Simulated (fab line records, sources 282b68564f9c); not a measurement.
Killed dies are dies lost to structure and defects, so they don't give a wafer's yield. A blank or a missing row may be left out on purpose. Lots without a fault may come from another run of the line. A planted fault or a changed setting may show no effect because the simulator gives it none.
fab line records | flow rit_cmos
record lots=15 wafers=45 last_day=7
route steps=202 shown PRETRO@72 M1@202
lots that met no fault: from a run of the same line without faults
start_h: hours from the record's first day to the start of the lot's first wafer shown | wait_h: hours since the lot's step before | " the same as in the row above | L1.1+2: a row that stands for several wafers | - no value, or no start given | * or withheld: withheld | < > ~ a bound
route shown NAME@n: a module of which the file shows steps, and the number in the route of the first | usual: mean/standard deviation of fault-free wafers | same: alike in all rows | chamber/n: place in a boat | sites: the reading at each site | _std_site: their standard deviation | _edge_site: outer sites' mean less inner sites' | radius_mm: how far each site lies from the wafer's centre | mask NAME#n: copy n | behind: the tool/chamber that last shaped the wafer | hold: why the lot was held/for how many hours/how that ended | device: the transistor (n, p or np) that didn't switch | end of line: the same wafers' tests at the end of the route | a step without rows: its recipe alone | killed: dies lost to structure and defects at the first sort, not the wafer's yield | map: a wafer's dies, x killed, . not, _ none there
set.NAME: the setting as run; set.NAME@STEP: as run at that earlier step | model.NAME: the simulator's own value behind a step, which no gauge read
steps of the route over a sample of lots; a table a step, a row a wafer
services: from which hour (start_h, from the record's first day; less than 0 if before it) a tool's chamber was out of use, for how many hours, and why
## steps
# step RIT_PRETRO_IMPLANT_08
# recipe species=B energy_kev=45 dose_cm2=1.2e+13 tilt_deg=7
# usual beam_energy_keV=44.997/0.014 tilt_deg=7.002/0.021
# columns lot.wafer tool chamber start_h wait_h beam_energy_keV tilt_deg
L708.3 implanter-03 0 31.71 0.2 45.011 7.001
L708.4 " 0 " " 45.015 7.027
L708.5 " 0 " " 45.011 7.012
L709.1 implanter-03 0 35.70 0.2 45.000 7.002
L709.3 " 0 " " 44.989 7.024
L709.4 " 0 " " 45.020 7.031
L710.3 implanter-03 0 41.02 0.2 29.267 6.990
L710.5 " 0 " " 29.227 6.989
L710.6 " 0 " " 29.263 6.989
L711.2 implanter-04 0 47.76 0.2 45.018 6.987
L711.3 " 0 " " 45.006 7.010
L711.5 " 0 " " 44.987 7.012
L712.1 implanter-02 0 53.07 0.2 44.994 7.067
L712.2 " 0 " " 44.982 7.021
L712.6 " 0 " " 45.008 7.033
L713.1 implanter-03 0 57.55 0.2 29.230 6.984
L713.3 " 0 " " 29.233 6.991
L713.6 " 0 " " 29.230 6.948
L714.2 implanter-03 0 63.36 0.2 29.257 7.011
L714.5 " 0 " " 29.238 7.005
L714.6 " 0 " " 29.246 6.988
L721.2 implanter-02 0 96.30 0.2 44.999 7.022
L721.3 " 0 " " 44.991 7.019
L721.5 " 0 " " 44.993 7.023
L722.3 implanter-02 0 101.19 0.2 44.964 7.014
L722.4 " 0 " " 45.000 7.003
L722.5 " 0 " " 44.994 7.010
L723.1 implanter-02 0 108.16 0.2 44.995 7.004
L723.2 " 0 " " 44.975 6.965
L723.3 " 0 " " 44.997 7.001
L724.2 implanter-02 0 113.32 0.2 44.992 6.992
L724.3 " 0 " " 45.012 7.000
L724.4 " 0 " " 45.011 6.994
L727.1 implanter-04 0 125.98 0.2 45.010 6.954
L727.2 " 0 " " 44.985 6.999
L727.4 " 0 " " 45.007 6.988
L728.1 implanter-03 0 131.75 0.2 45.030 6.969
L728.3 " 0 " " 45.018 6.984
L728.5 " 0 " " 45.027 6.971
L729.4 implanter-02 0 136.58 0.2 44.990 7.021
L729.5 " 0 " " 44.989 7.013
L729.6 " 0 " " 44.985 7.021
L730.4 implanter-02 0 140.72 0.2 44.994 6.968
L730.5 " 0 " " 44.984 6.995
L730.6 " 0 " " 44.981 7.002
# step RIT_PRETRO_TW_MEAS_10
# usual PRETRO_TW=475/4.5
# columns lot.wafer tool chamber start_h wait_h PRETRO_TW
L708.3 film_metro-02 - 32.00 0.1 470
L708.4 " - " " 472
L708.5 " - " " 473
L709.1 film_metro-02 - 36.02 0.1 471
L709.3 " - " " 474
L709.4 " - " " 474
L710.3 film_metro-04 - 41.31 0.1 450
L710.5 " - " " 447
L710.6 " - " " 451
L711.2 film_metro-03 - 48.07 0.1 471
L711.3 " - " " 470
L711.5 " - " " 471
L712.1 film_metro-04 - 53.39 0.1 482
L712.2 " - " " 482
L712.6 " - " " 478
L713.1 film_metro-02 - 57.87 0.1 439
L713.3 " - " " 440
L713.6 " - " " 440
L714.2 film_metro-04 - 63.67 0.1 448
L714.5 " - " " 448
L714.6 " - " " 449
L721.2 film_metro-02 - 96.61 0.1 474
L721.3 " - " " 469
L721.5 " - " " 470
L722.3 film_metro-04 - 101.49 0.1 475
L722.4 " - " " 473
L722.5 " - " " 473
L723.1 film_metro-02 - 108.48 0.1 472
L723.2 " - " " 475
L723.3 " - " " 475
L724.2 film_metro-02 - 113.63 0.1 471
L724.3 " - " " 471
L724.4 " - " " 471
L727.1 film_metro-04 - 126.31 0.1 475
L727.2 " - " " 478
L727.4 " - " " 475
L728.1 film_metro-04 - 132.08 0.1 475
L728.3 " - " " 478
L728.5 " - " " 476
L729.4 film_metro-02 - 136.86 0.1 473
L729.5 " - " " 474
L729.6 " - " " 474
L730.4 film_metro-03 - 141.00 0.1 471
L730.5 " - " " 470
L730.6 " - " " 474
# step RIT_M1_PROBE_99
# usual killed_at_contacts=0.1/0.28 killed_at_front_end=6.5/3 killed_dies=7/3 killed_open=3.2/2 killed_short=3.2/1.9
# same gross_dies=264 killed_at_M0_to_M3=0 killed_at_M4_up=0 killed_at_back_side=0 killed_at_other=0
# columns lot.wafer tool chamber start_h wait_h killed_at_contacts killed_at_front_end killed_dies killed_open killed_short
L724.2 prober-01 - 141.23 0.1 0 7 7 4 3
L724.3 prober-01 - 141.28 0.2 0 11 11 6 5
L724.4 prober-01 - 141.33 0.2 0 7 7 3 4
# killed by level:class
L724.2 FOX1:geometric_particle:open=3 GATE:geometric_particle:short=2 FOX1:geometric_particle:short=1 REOX:geometric_particle:open=1
L724.3 SILICIDE:geometric_particle:open=3 REOX:geometric_particle:short=2 REOX:geometric_particle:open=2 FOX1:geometric_particle:short=1 SPACER:geometric_particle:open=1 SPACER:geometric_particle:short=1 SILICIDE:geometric_particle:short=1
L724.4 GATE:geometric_particle:short=3 GATE:geometric_particle:open=2 REOX:geometric_particle:open=1 SILICIDE:geometric_particle:short=1
## services
# columns tool chamber start_h hours kind
implanter-02 - 25.15 0.7 repair
implanter-04 - 27.00 2.8 repair
implanter-04 - 37.16 0.6 repair
implanter-02 - 41.72 3.7 repair
implanter-03 - 41.97 2.5 repair
implanter-04 - 47.88 2.1 pm
implanter-04 - 106.25 1.9 repair
implanter-03 - 113.44 3.2 repair
## key
first_sign step=RIT_PRETRO_IMPLANT_08 reading=beam_energy_keV direction=down sigmas=99+ usual=44.997 struck=29.243
effect step=RIT_PRETRO_TW_MEAS_10 reading=PRETRO_TW direction=down sigmas=6.5 usual=475 struck=446
met_at RIT_PRETRO_IMPLANT_08
struck_lots L710,L713,L714
tester_left_out L710,L713,L714
onset_between 35.70 41.02
fault kind=process_parameter_drift tool=implanter-03 chamber=- onset_h=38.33 steps=RIT_PRETRO_IMPLANT_08 channel=energy_kev offset=-15.75 shape=step end_h=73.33 acts_in=these_recipes_only stated=45
# tester_left_out: of these lots the tester's yield and bins aren't shown, on N5 and GAA mostly nor the transistor test; their killed dies are dies lost to structure and defects alone, not to doping, threshold or leakage, so they don't give the yield
